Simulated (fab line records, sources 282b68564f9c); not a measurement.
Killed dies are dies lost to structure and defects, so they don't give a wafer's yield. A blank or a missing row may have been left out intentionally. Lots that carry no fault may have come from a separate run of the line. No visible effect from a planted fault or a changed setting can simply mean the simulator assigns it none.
fab line records -- flow rit_cmos
[record] lots = 7, wafers = 21, last_day = 6
route steps=202 shown ACTIVE@1
lots untouched by any fault: they come from a run of this same line in which no faults occurred
start_h: start of the lot's first displayed wafer, in hours after the record's first day -- wait_h: hours from the lot's prior step to this one -- " identical to the entry in the row above -- L1.1+2: several wafers, shown together as one row -- - no value present, or no start provided -- * or withheld: withheld -- < > ~ a bound
route shown NAME@n: a module of which the file shows steps, and the number in the route of the first -- usual: mean/standard deviation taken from wafers without a fault -- same: alike in all rows -- chamber/n: place in a boat -- sites: each site's reading -- _std_site: the values' standard deviation -- _edge_site: outer sites' mean less inner sites' -- radius_mm: for every site, how far away it sits from the centre of the wafer -- mask NAME#n: copy n -- behind: the most recent tool/chamber to have shaped the wafer -- hold: what put the lot on hold/how long, in hours/how the hold closed -- device: names the non-switching transistor (n, p or np) -- end of line: tests run on the same wafers once the route is complete -- step lacking rows: just its recipe -- killed: count of dies lost to structure and defects at first sort (not the wafer's yield) -- map: a wafer's dies, x killed, . not, _ none there
set.NAME: the setting as run; set.NAME@STEP: as run at that earlier step -- model.NAME: the simulator's own value behind a step, which no gauge read
lots at some steps of the route; a table a step, a row a wafer
[[steps]]
[step RIT_ACTIVE_BOW_MEAS_00]
[recipe] mode = bow
[usual] INCOMING_BOW = 0/6
lot.wafer,tool,chamber,start_h,wait_h,INCOMING_BOW[um]
L174.1,film_metro-02,-,30.00,-,-6
L174.2,film_metro-02,-,30.00,-,-7
L174.3,film_metro-02,-,30.00,-,-3
L175.3,film_metro-02,-,35.04,-,3
L175.5,film_metro-02,-,35.04,-,4
L175.6,film_metro-02,-,35.04,-,-3
L176.4,film_metro-02,-,40.06,-,-5
L176.5,film_metro-02,-,40.06,-,6
L176.6,film_metro-02,-,40.06,-,-1
L177.3,film_metro-03,-,45.04,-,13
L177.5,film_metro-03,-,45.04,-,-13
L177.6,film_metro-03,-,45.04,-,9
L178.1,film_metro-02,-,50.00,-,-2
L178.3,film_metro-02,-,50.00,-,-9
L178.5,film_metro-02,-,50.00,-,3
L184.2,film_metro-02,-,80.02,-,-2
L184.3,film_metro-02,-,80.02,-,-9
L184.5,film_metro-02,-,80.02,-,-9
L187.1,film_metro-04,-,95.00,-,-4
L187.2,film_metro-04,-,95.00,-,13
L187.5,film_metro-04,-,95.00,-,6
[step RIT_ACTIVE_OXIDATION_01]
[recipe] temp_c = 1003, ambient = O2, target_thk_a = 468, ox_time_s = 3360
[usual] ox_temp_c = 1003.0/0.39, ox_temp_c_max = 1007.3/1.9
lot.wafer,tool,chamber,start_h,wait_h,ox_temp_c,ox_temp_c_max
L174.1,furnace-03,0,30.12,0.1,1003.3,1005.7
L174.2,furnace-03,0,30.12,0.1,1003.4,1005.7
L174.3,furnace-03,0,30.12,0.1,1003.3,1006.0
L175.3,furnace-04,0,35.12,0.1,1002.8,1006.5
L175.5,furnace-04,0,35.12,0.1,1002.8,1005.6
L175.6,furnace-04,0,35.12,0.1,1002.4,1006.0
L176.4,furnace-04,-,40.12,0.0,-,-
L176.5,furnace-04,-,40.12,0.0,-,-
L176.6,furnace-04,-,40.12,0.0,-,-
L177.3,furnace-04,-,45.12,0.1,-,-
L177.5,furnace-04,-,45.12,0.1,-,-
L177.6,furnace-04,-,45.12,0.1,-,-
L178.1,furnace-03,-,50.12,0.1,-,-
L178.3,furnace-03,-,50.12,0.1,-,-
L178.5,furnace-03,-,50.12,0.1,-,-
L184.2,furnace-04,0,80.12,0.1,1002.8,1006.2
L184.3,furnace-04,0,80.12,0.1,1002.9,1006.2
L184.5,furnace-04,0,80.12,0.1,1002.4,1006.0
L187.1,furnace-02,0,95.27,0.3,1002.3,1008.0
L187.2,furnace-02,0,95.27,0.3,1002.8,1010.6
L187.5,furnace-02,0,95.27,0.3,1003.2,1009.5
[step RIT_ACTIVE_CVD_03]
[recipe] material = Si3N4, target_thk_nm = 150, temp_c = 810, precursor = SiH2Cl2/NH3, time_s = 1500, pressure_mtorr = 300, sih2cl2_flow_sccm = 60, nh3_flow_sccm = 150
[[key]]
[first_sign] step = RIT_ACTIVE_OXIDATION_01, reading = tool_record, direction = missing
effect none on later readings
met_at RIT_ACTIVE_OXIDATION_01
struck_wafers L176.4,L176.5,L176.6,L177.3,L177.5,L177.6,L178.1,L178.3,L178.5
later_rows_left_out L176.4,L176.5,L176.6,L177.3,L177.5,L177.6,L178.1,L178.3,L178.5
sort_left_out L176.4,L176.5,L176.6,L177.3,L177.5,L177.6,L178.1,L178.3,L178.5
tester_left_out L176,L177,L178
onset_between 35.12 40.12
[fault] kind = skipped_step_whole, tool = furnace-03,furnace-04, chamber = -, onset_h = 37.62, steps = RIT_ACTIVE_OXIDATION_01, scope = struck_lots_only
// tester_left_out: of these lots the tester's yield and bins aren't shown, on N5 and GAA mostly nor the transistor test; their killed dies are dies lost to structure and defects alone, not to doping, threshold or leakage, so they don't give the yield
// sort_left_out: the simulated sort isn't trusted on such a fault, so these wafers' sort isn't shown, and their yield isn't known
// later_rows_left_out: the simulator's readings of these wafers behind a module that went badly wrong aren't trusted and aren't shown, but for the sort
